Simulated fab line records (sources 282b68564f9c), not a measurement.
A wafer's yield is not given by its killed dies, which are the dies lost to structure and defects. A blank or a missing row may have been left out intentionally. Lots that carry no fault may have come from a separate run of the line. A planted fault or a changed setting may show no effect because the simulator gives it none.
Which tool did it?	flow ritCmos	14 lots, 42 wafers sampled, at 6 steps of a route of 202

WHAT EACH GAUGE READ, for each wafer
RIT_GATE_CD_MEAS_16 targets a cd of 150 nm. Usual: cdNm 150.3 nm, standard deviation 2.1.
lot	measured	on	cdNm (nm)	flag
L761	day 3 03:59	cdSem-02	152.6 149.5 150.3	
L762	day 3 21:06	cdSem-02	154.7 152.4 149.8	
L763	day 4 05:30	cdSem-02	146.0 148.6 151.0	
L767	day 5 04:21	cdSem-02	149.9 149.9 153.3	
L768	day 5 04:35	cdSem-02	148.0 148.9 148.8	
L771	day 5 15:00	cdSem-02	151.3 150.0 150.5	
L773	day 5 21:26	cdSem-01	147.8 149.4 150.0	
L775	day 6 01:34	cdSem-02	150.8 152.0 150.4	
L777	day 6 10:52	cdSem-01	153.6 153.3 153.6	
L776	day 6 11:04	cdSem-01	147.9 149.3 149.1	
L778	day 6 15:01	cdSem-01	153.7 152.9 152.2	
L781	day 7 02:08	cdSem-02	148.8 149.3 149.8	
L782	day 7 04:13	cdSem-01	151.1 150.7 150.1	
L783	day 7 13:45	cdSem-02	144.1 145.5 145.7	

RIT_NSD_OVL_MEAS_06. Usual: NSD_OVL -1.0 nm, standard deviation 1.4.
lot	measured	on	NSD_OVL (nm)	flag
L761	day 3 23:23	overlay-02	-1.9 -1.2 -1.6	
L762	day 4 12:14	overlay-01	-0.7 -1.2 -0.1	
L763	day 4 16:02	overlay-02	-3.5 -2.3 -1.7	
L767	day 5 18:41	overlay-02	3.2 -0.1 -0.4	
L768	day 5 19:15	overlay-01	-0.6 -1.1 -0.5	
L771	day 6 03:47	overlay-01	- - -	OFF
L773	day 6 09:26	overlay-01	- - -	OFF
L775	day 6 12:58	overlay-02	-2.3 -1.6 -1.9	
L777	day 6 22:11	overlay-01	1.2 -0.9 -2.0	
L776	day 6 22:29	overlay-01	-0.7 -0.4 -1.8	
L778	day 7 04:28	overlay-02	-2.7 -2.2 -1.8	
L781	day 7 12:41	overlay-02	1.0 -0.7 -1.4	
L782	day 7 17:26	overlay-02	0.3 -3.1 0.1	
L783	day 7 23:54	overlay-01	-3.1 -4.0 -3.5	

RIT_PSD_TW_MEAS_10. Usual: PSD_TW 3446, standard deviation 32.
lot	measured	on	PSD_TW	flag
L761	day 4 01:26	filmMetro-03	3469 3488 3507	
L762	day 4 14:19	filmMetro-02	3467 3454 3459	
L763	day 4 18:05	filmMetro-01	3372 3389 3392	
L767	day 5 21:40	filmMetro-02	3479 3470 3459	
L768	day 5 21:49	filmMetro-01	3410 3401 3410	
L771	day 6 06:28	filmMetro-01	3623 3603 3608	OFF
L773	day 6 11:33	filmMetro-02	3663 3652 3680	OFF
L775	day 6 15:31	filmMetro-02	3480 3466 3477	
L777	day 7 00:16	filmMetro-01	3382 3378 3393	
L776	day 7 00:36	filmMetro-02	3483 3471 3477	
L778	day 7 06:32	filmMetro-02	3452 3460 3468	
L781	day 7 14:37	filmMetro-02	3452 3461 3463	
L782	day 7 19:53	filmMetro-02	3471 3453 3458	
L783	day 8 01:57	filmMetro-03	3427 3429 3431	

RIT_SILICIDE_THK_MEAS_03: measures by xrf. Usual: SILICIDE_TI_THK 29.6 nm, standard deviation 0.46.
lot	measured	on	SILICIDE_TI_THK (nm)	flag
L761	day 4 02:41	filmMetro-04	29.4 29.4 29.7	
L762	day 4 15:34	filmMetro-04	29.4 29.3 28.7	
L763	day 4 19:21	filmMetro-04	29.4 29.6 30.1	
L767	day 5 22:55	filmMetro-03	28.9 28.8 29.0	
L768	day 5 23:04	filmMetro-02	30.7 30.0 30.7	
L771	day 6 07:43	filmMetro-04	29.7 29.9 29.7	
L773	day 6 12:50	filmMetro-04	30.0 30.2 29.3	
L775	day 6 16:58	filmMetro-02	29.5 29.4 29.4	
L777	day 7 01:31	filmMetro-03	30.7 30.5 29.5	
L776	day 7 01:51	filmMetro-02	29.6 29.5 29.5	
L778	day 7 07:46	filmMetro-04	29.1 29.4 29.2	
L781	day 7 15:52	filmMetro-04	29.1 29.2 29.1	
L782	day 7 21:10	filmMetro-02	29.2 29.4 29.3	
L783	day 8 03:15	filmMetro-04	29.8 29.5 29.0	

RIT_M1_CD_MEAS_09 targets a cd of 2600 nm. Usual: cdNm 2600.8 nm, standard deviation 1.9.
lot	measured	on	cdNm (nm)	flag
L761	day 4 06:42	cdSem-02	2600.2 2601.5 2601.5	
L762	day 4 19:52	cdSem-02	2601.7 2600.2 2600.6	
L763	day 4 23:36	cdSem-02	2600.0 2598.1 2598.9	
L767	day 6 03:24	cdSem-02	2602.6 2602.3 2598.6	
L768	day 6 03:58	cdSem-01	2602.2 2604.6 2601.5	
L771	day 6 12:10	cdSem-01	2599.9 2600.9 2600.9	
L773	day 6 17:10	cdSem-02	2602.5 2599.6 2599.7	
L775	day 6 21:25	cdSem-01	2599.8 2600.6 2600.5	
L777	day 7 05:48	cdSem-01	2603.9 2604.1 2603.8	
L776	day 7 06:10	cdSem-01	2601.0 2598.9 2598.7	
L778	day 7 11:50	cdSem-02	2601.6 2602.3 2603.9	
L781	day 7 19:44	cdSem-01	2599.7 2599.3 2599.3	
L782	day 8 01:00	cdSem-01	2603.3 2601.6 2600.4	
L783	day 8 07:19	cdSem-01	2601.7 2600.4 2601.2	

WHICH TOOL RAN EACH LOT (tool, then ch and the chambers of the sampled wafers, then the start)
lot	RIT_NSD_COAT_01
L761	lithoTrack-03 ch 0, day 3 22:42
L762	lithoTrack-01 ch 0, day 4 11:25
L763	lithoTrack-03 ch 0, day 4 15:12
L767	lithoTrack-02 ch 0, day 5 17:52
L768	lithoTrack-03 ch 0, day 5 18:19
L771	lithoTrack-01, day 6 02:46
L773	lithoTrack-03, day 6 08:45
L775	lithoTrack-03 ch 0, day 6 12:16
L777	lithoTrack-03 ch 0, day 6 21:29
L776	lithoTrack-02 ch 0, day 6 21:42
L778	lithoTrack-01 ch 0, day 7 03:33
L781	lithoTrack-03 ch 0, day 7 11:50
L782	lithoTrack-02 ch 0, day 7 16:37
L783	lithoTrack-02 ch 0, day 7 23:04
- RIT_NSD_COAT_01: resist thk 1000 nm.

WHAT THE TOOLS THEMSELVES READ (means of the sampled wafers that have a number; where no wafer has one, the mark that the record gives instead)
RIT_NSD_COAT_01. Usual: chillPlateTempC 22.98 C, standard deviation 0.1; dispensePressureKPa 53.0 kPa, standard deviation 2.9.
lot	tool	chillPlateTempC (C)	dispensePressureKPa (kPa)	flag
L761	lithoTrack-03	23.10	49.6	
L762	lithoTrack-01	22.90	54.0	
L763	lithoTrack-03	22.95	49.7	
L767	lithoTrack-02	22.88	56.1	
L768	lithoTrack-03	22.98	49.6	
L771	lithoTrack-01	-	-	OFF
L773	lithoTrack-03	-	-	OFF
L775	lithoTrack-03	23.11	49.6	
L777	lithoTrack-03	22.99	49.7	
L776	lithoTrack-02	23.10	56.1	
L778	lithoTrack-01	22.99	54.0	
L781	lithoTrack-03	23.07	49.7	
L782	lithoTrack-02	22.87	56.1	
L783	lithoTrack-02	22.99	56.0	

THE ANSWER, worked out from the rows above alone
Rule: lot off if the mean of its wafers having a number is beyond 3 standard deviations from the usual mean. A lot without any number at a reading at which 4 lots or more have one is off too. Any other lot the step has rows for is counted as sound. The gauges are gone through in route order, then the tools' own readings, and for those a lot's mean is taken as printed above. At the first step where some lot is off, the reading lying furthest off is the one used; lots without a number count as furthest.
Off: L771, L773, at RIT_NSD_OVL_MEAS_06 (NSD_OVL). Without a number there: L771, L773.
If a tool, at a process step before that reading, ran all the lots that are off and no sound lot after the first of them, it fits. Not tried: the gauges at RIT_NSD_OVL_MEAS_06; whatever is off there is also off at RIT_PSD_TW_MEAS_10, on other tools, and gauge error can't account for it. None of those tried fits.

WHAT THE SIMULATOR HAD PUT IN
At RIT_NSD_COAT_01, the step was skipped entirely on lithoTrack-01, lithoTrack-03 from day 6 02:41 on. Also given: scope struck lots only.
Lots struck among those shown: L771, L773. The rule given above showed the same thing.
